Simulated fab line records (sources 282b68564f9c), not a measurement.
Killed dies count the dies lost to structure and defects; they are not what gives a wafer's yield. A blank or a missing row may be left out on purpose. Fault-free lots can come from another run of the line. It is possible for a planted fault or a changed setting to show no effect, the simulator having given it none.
The same fault as seen by 2 desks :: flow rit-cmos :: each desk holds nothing but its own numbers, with what lay behind them at the end

DESK OF THE TOOL OWNER: litho-track-03
The tool's own readings at RIT_PSD_COAT_01 (resist thk 1000 nm): means of the sampled wafers that have a number, for each lot that ran on this tool. Marked OUT: a lot whose mean sits more than 4 standard deviations from the usual mean, which makes it out of limits; the brackets give that distance.
Columns: A = exhaust-pa at RIT_PSD_COAT_01, usual 44.7 Pa; B = spin-speed-rpm at RIT_PSD_COAT_01, usual 3249.8 rpm
lot: L454
first seen here: day 3 20:28
A: 44.6
B: 3249.6

lot: L461
first seen here: day 5 08:25
A: 45.8
B: 3739.2 (+99 or more) OUT

lot: L463
first seen here: day 6 00:27
A: 44.3
B: 3738.7 (+99 or more) OUT
This desk's finding: out of limits on L461, L463; first on L461, day 5 08:25 (spin-speed-rpm at RIT_PSD_COAT_01). Within limits: L454.

THE METROLOGY DESK
What the gauges read, lot by lot, whatever tool the lot ran on: means of the sampled wafers that have a number. Marked OUT: a lot whose mean sits more than 4 standard deviations from the usual mean, which makes it out of limits; the brackets give that distance.
Columns: A = PRETRO_OVL at RIT_PRETRO_OVL_MEAS_06, usual 1.0 nm; B = cd-nm at RIT_CONTACT_CD_MEAS_08, usual 999.8 nm; C = CONTACT_OVL at RIT_CONTACT_OVL_MEAS_09, usual -1.0 nm
lot: L450
first seen here: day 2 07:23
A: 1.0
B: 993.3
C: 1.0

lot: L451
first seen here: day 2 11:21
A: 0.9
B: 998.4
C: -2.5

lot: L452
first seen here: day 2 18:32
A: 1.3
B: 1000.1
C: -0.3

lot: L453
first seen here: day 2 23:46
A: 2.3
B: 996.7
C: -1.1

lot: L454
first seen here: day 3 04:12
A: 2.0
B: 1000.9
C: -5.1

lot: L457
first seen here: day 3 18:33
A: 1.5
B: 1000.7
C: -0.1

lot: L461
first seen here: day 4 13:45
A: 2.8
B: 997.3
C: 0.7

lot: L463
first seen here: day 5 02:49
A: 1.3
B: 1000.5
C: 0.1

lot: L465
first seen here: day 5 10:34
A: 1.6
B: 1004.6
C: -1.2

lot: L468
first seen here: day 6 01:14
A: -0.6
B: 998.4
C: -1.3

lot: L470
first seen here: day 6 10:28
A: 0.4
B: 999.8
C: -1.7

lot: L472
first seen here: day 6 20:34
A: 1.7
B: 1000.6
C: 0.3

lot: L473
first seen here: day 7 02:51
A: 0.7
B: 999.9
C: -0.5
Finding of this desk: none of the 13 lots has anything out of limits.

ALL TOGETHER
At day 5 08:25, on L461, L463, the tool owner's desk was in a position to raise an alarm.
Nothing out of limits was seen by the metrology desk.
The metrology desk has L461, L463 on record, within its limits.
RIT_PSD_COAT_01 was run on litho-track-03 by each of the lots named.

WHAT WAS PUT IN BY THE SIMULATOR
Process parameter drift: litho-track-03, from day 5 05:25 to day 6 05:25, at RIT_PSD_COAT_01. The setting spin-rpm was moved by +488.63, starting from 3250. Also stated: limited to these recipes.
Lots struck among those shown: L461, L463.
Each desk's first reading out of limits, in hours after the fault started: the tool owner's desk, 3.
